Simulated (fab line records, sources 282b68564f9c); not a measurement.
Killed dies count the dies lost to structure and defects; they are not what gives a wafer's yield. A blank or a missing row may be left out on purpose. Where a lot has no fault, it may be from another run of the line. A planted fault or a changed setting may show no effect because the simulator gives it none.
A lot that was struck, set against a sound lot | flow rit-cmos | 34 steps out of a route of 202
Sound: the wafers L817.2, L817.4, L817.6. The struck wafers were L823.1, L823.4, L823.6. The cause comes at the end.
Per side, at each step with rows, come the tool, then ch with its chambers, and then its first start. Under that, the readings that differ: sound wafers | struck wafers | difference of the means | sigmas: that difference in standard deviations of wafers without a fault.
alike: same words and numbers on both sides, and readings whose means sit less than 2 such deviations apart. not compared: any withheld reading, any reading some wafer has no value for, any bound like >300 that may hide the same value, and any number with overlapping values for which the record gives no deviation.
Wherever a step has rows on one side only, a row that says differs or no value, or a row with sigmas, the two part there. Non-overlapping numbers with no deviation appear without sigmas and do not part them. Lack of a reading on every wafer of one side parts them only where that side has two or more wafers.

first, 9 steps without rows for these wafers: RIT_ACTIVE_DEVELOP_10 (develop time 49.27 s); RIT_ACTIVE_HARDBAKE_12 (time 60 s); RIT_ACTIVE_ETCH_13 (etches Si3N4 in SF6, stops on SiO2, time 210 s, target depth 210 nm); RIT_ACTIVE_STRIP_14 (strips in O2, time 180 s); RIT_ACTIVE_CLEAN_15 (cleans in SC1, time 600 s); RIT_ACTIVE_CLEAN_16 (cleans in dHF, time 30 s); RIT_ACTIVE_CLEAN_17 (cleans in SC2, time 600 s); RIT_FOX1_OXIDATION_00 (target thk 350.7 nm, ox time 1130 s); RIT_FOX1_WET_ETCH_02 (etches SiO2 in BOE, target depth 350 nm, time 390 s).
RIT_FOX2_OXIDATION_00: target thk 350.7 nm, ox time 1130 s.
  sound on furnace-03 ch 0, day 3 20:07; struck on furnace-03 ch 0, day 5 01:08
  reading                                     | sound                | struck               | difference | sigmas
  spike-tc-centre-C (C)                       | 1101.8 1101.2 1103.4 | 1118.0 1118.1 1118.7 | +16.1      | +11
  spike-tc-load-C (C)                         | 1127.8 1129.3 1127.6 | 1142.9 1142.6 1144.6 | +15.1      | +7
  spike-tc-source-C (C)                       | 1121.2 1121.9 1121.7 | 1137.4 1136.5 1136.5 | +15.2      | +7
  tube-center-temp-C (C)                      | 1100 1099.9 1100.1   | 1114.9 1115.2 1114.9 | +15.0      | +99 or more
  tube_center_temp_C_max                      | 1102.6 1102.6 1102.3 | 1118.2 1118.3 1117.1 | +15.4      | +37
  model.SiO2_of_FOX2_OXIDATION_00.thk-nm (nm) | 343.4 346.1 343.8    | 366.7 359.7 362.4    | +18.5      |
RIT_FOX2_THK_MEAS_01:
  sound: film-metro-03 at day 3 21:26; struck: film-metro-03 at day 5 02:26
  reading             | sound       | struck      | difference | sigmas
  FOX2_OXIDE_THK (nm) | 344 346 344 | 367 360 362 | +18        | +3
  not compared: hold
then, 1 step without rows for these wafers: RIT_FOX2_WET_ETCH_03 (etches Si3N4 in H3PO4, target depth 195 nm, time 2700 s).
RIT_FOX2_THK_MEAS_90:
  sound: film-metro-03 at day 3 22:23; struck: film-metro-03 at day 5 03:23
  reading                     | sound       | struck      | difference | sigmas
  FIELD_OXIDE_LEFT_1_THK (nm) | 316 319 317 | 339 332 335 | +18        | +3
  not compared: hold
then, 18 steps without rows for these wafers: RIT_NWELL_COAT_01 (resist thk 1300 nm); RIT_NWELL_SOFTBAKE_02 (time 60 s); RIT_NWELL_EXPOSE_03 (exposes mask M2, target cd 43900 nm); RIT_NWELL_PEB_04; RIT_NWELL_DEVELOP_05 (develop time 68 s); RIT_NWELL_HARDBAKE_07 (time 120 s); RIT_NWELL_IMPLANT_08; RIT_NWELL_STRIP_09 (strips in O2, time 180 s); RIT_PWELL_HMDS_00 (prime time 60 s); RIT_PWELL_COAT_01 (resist thk 1300 nm); RIT_PWELL_SOFTBAKE_02 (time 60 s); RIT_PWELL_EXPOSE_03 (exposes mask M3, target cd 43700 nm); RIT_PWELL_PEB_04; RIT_PWELL_DEVELOP_05 (develop time 70.64 s); RIT_PWELL_HARDBAKE_07 (time 120 s); RIT_PWELL_IMPLANT_08; RIT_PWELL_STRIP_09 (strips in O2, time 180 s); RIT_WELLDRIVE_ANNEAL_00 (time 14700 s).
RIT_FOX2_THK_MEAS_91:
  sound: film-metro-03 at day 4 11:07; struck: film-metro-02 at day 5 17:13
  reading                     | sound       | struck      | difference | sigmas
  FIELD_OXIDE_LEFT_2_THK (nm) | 248 251 249 | 272 265 267 | +19        | +3
  not compared: hold
RIT_SILICIDE_WET_ETCH_00: etches SiO2 in BOE, target depth 14 nm, time 15 s.
  sound on wet-bench-01 ch 3, day 5 04:28; struck on wet-bench-01 ch 2, day 6 17:13
  reading                                     | sound             | struck          | difference | sigmas
  model.SiO2_of_FOX2_OXIDATION_00.thk-nm (nm) | 143.3 146.7 143.7 | 167.4 160 162.5 | +18.7      |
RIT_M1_PROBE_99:
  sound: prober-02 at day 5 13:00; struck: prober-02 at day 7 01:07
  reading                            | sound             | struck               | difference | sigmas
  model.etest.pldd.width-nm (nm)     | 3224 3225 3208    | 3183 3167 3168       | -46        |
  model.etest.nldd.width-nm (nm)     | 3182 3209 3209    | 3153 3168 3151       | -43        |
  model.etest.field-n.vt-v (V)       | 33.84 34.25 33.93 | 36.8 35.81 36.26     | +2.3       |
  model.etest.field-p-metal.vt-v (V) | -30 -29.9 -29.9   | -29.15 -29.05 -29.27 | +0.78      |
  alike: killed-at-contacts, killed-at-front-end, killed-dies, killed-open, killed-short

WHERE THEY PART
Last at RIT_FOX2_THK_MEAS_91 as far as this record goes, first at RIT_FOX2_OXIDATION_00. Later steps at which nothing parts them and some readings are alike: RIT_M1_PROBE_99.

WHY: what the simulator had put in
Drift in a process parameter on furnace-03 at RIT_FOX2_OXIDATION_00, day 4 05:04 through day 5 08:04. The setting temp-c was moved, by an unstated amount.
